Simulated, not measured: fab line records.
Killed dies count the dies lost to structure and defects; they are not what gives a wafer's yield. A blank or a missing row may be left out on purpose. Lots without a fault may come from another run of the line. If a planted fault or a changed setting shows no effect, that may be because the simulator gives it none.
Which tool was responsible? :: flow rit_cmos :: 14 lots with 42 wafers sampled at 2 steps, on a route of 202 steps

## WHAT EACH GAUGE READ, for each wafer
RIT_ACTIVE_THK_MEAS_04.
lot: L848
measured: day 1 14:16
on: film_metro-01
ACTIVE_NITRIDE_THK (nm): 151.2 151.0 149.3

lot: L851
measured: day 2 04:32
on: film_metro-01
ACTIVE_NITRIDE_THK (nm): 151.9 151.5 151.1

lot: L853
measured: day 2 15:33
on: film_metro-01
ACTIVE_NITRIDE_THK (nm): 149.7 148.5 148.4

lot: L854
measured: day 2 21:13
on: film_metro-02
ACTIVE_NITRIDE_THK (nm): 297.9 298.6 298.5

lot: L856
measured: day 3 06:08
on: film_metro-02
ACTIVE_NITRIDE_THK (nm): 150.8 150.5 148.9

lot: L857
measured: day 3 11:19
on: film_metro-02
ACTIVE_NITRIDE_THK (nm): 149.5 149.7 149.4

lot: L858
measured: day 3 20:37
on: film_metro-01
ACTIVE_NITRIDE_THK (nm): 299.5 301.9 301.0

lot: L864
measured: day 4 21:32
on: film_metro-04
ACTIVE_NITRIDE_THK (nm): 151.9 151.4 150.5

lot: L865
measured: day 5 03:07
on: film_metro-02
ACTIVE_NITRIDE_THK (nm): 150.6 150.5 151.9

lot: L866
measured: day 5 08:55
on: film_metro-01
ACTIVE_NITRIDE_THK (nm): 148.4 149.8 148.8

lot: L868
measured: day 5 19:07
on: film_metro-01
ACTIVE_NITRIDE_THK (nm): 149.4 150.6 149.3

lot: L869
measured: day 5 23:14
on: film_metro-01
ACTIVE_NITRIDE_THK (nm): 147.8 148.2 147.8

lot: L870
measured: day 6 05:11
on: film_metro-02
ACTIVE_NITRIDE_THK (nm): 148.9 147.8 149.9

lot: L871
measured: day 6 08:43
on: film_metro-01
ACTIVE_NITRIDE_THK (nm): 150.6 149.7 149.5

## EACH LOT AND THE TOOL THAT RAN IT (in order: tool; ch and the chambers of the sampled wafers; start)
lot: L848
RIT_ACTIVE_CVD_03: lpcvd-02 ch 1, day 1 12:51

lot: L851
RIT_ACTIVE_CVD_03: lpcvd-02 ch 0, day 2 03:07

lot: L853
RIT_ACTIVE_CVD_03: lpcvd-01 ch 0, day 2 14:08

lot: L854
RIT_ACTIVE_CVD_03: lpcvd-01 ch 1, day 2 18:07

lot: L856
RIT_ACTIVE_CVD_03: lpcvd-02 ch 1, day 3 04:41

lot: L857
RIT_ACTIVE_CVD_03: lpcvd-02 ch 1, day 3 09:54

lot: L858
RIT_ACTIVE_CVD_03: lpcvd-02 ch 1, day 3 17:19 and lpcvd-01 ch 1, day 3 19:11

lot: L864
RIT_ACTIVE_CVD_03: lpcvd-02 ch 0, day 4 20:07

lot: L865
RIT_ACTIVE_CVD_03: lpcvd-02 ch 0, day 5 01:41

lot: L866
RIT_ACTIVE_CVD_03: lpcvd-01 ch 1, day 5 06:46

lot: L868
RIT_ACTIVE_CVD_03: lpcvd-02 ch 0, day 5 17:37

lot: L869
RIT_ACTIVE_CVD_03: lpcvd-02 ch 0, day 5 21:07

lot: L870
RIT_ACTIVE_CVD_03: lpcvd-02 ch 0, day 6 03:02

lot: L871
RIT_ACTIVE_CVD_03: lpcvd-01 ch 0, day 6 07:17
- RIT_ACTIVE_CVD_03: deposits Si3N4 from SiH2Cl2/NH3, target thk 150 nm, time 1500 s.

## WHAT THE TOOLS THEMSELVES READ (means of the sampled wafers that have a number; where no wafer has one, the mark that the record gives instead)
The record holds no such reading with a usual standard deviation.

## THE ANSWER, worked out from the rows above alone
Rule: what is usual is taken from the lots themselves. The widest of any qualifying gaps counts: lots, ordered by their means at a reading, are off when they make up no more than a third of the lots, leave a main group of 4 or more, and stand apart from it by 3 or more times the standard deviation of that group's means. The tables above print the reading to a certain number of digits; a main group whose means all agree to those digits is not used. Also off: a lot with no number at a reading for which 4 or more lots have one. All remaining lots with rows at the step are treated as sound. First the gauges in route order, then the tools' own readings, where a lot's mean is used as printed above. The first step at which some lot is off is used, and at that step the reading that is off furthest; a lot without a number counts as furthest.
Off: L854, L858, at RIT_ACTIVE_THK_MEAS_04 (ACTIVE_NITRIDE_THK). Mean 149.9 nm and standard deviation 1 in the main group.
A tool fits if, at a process step before that reading, it ran every lot that is off, and no sound lot after the first of them. Gauges at RIT_ACTIVE_THK_MEAS_04: tried the same way as those tools. Of those tried, none fits.

## WHAT WAS PUT IN BY THE SIMULATOR
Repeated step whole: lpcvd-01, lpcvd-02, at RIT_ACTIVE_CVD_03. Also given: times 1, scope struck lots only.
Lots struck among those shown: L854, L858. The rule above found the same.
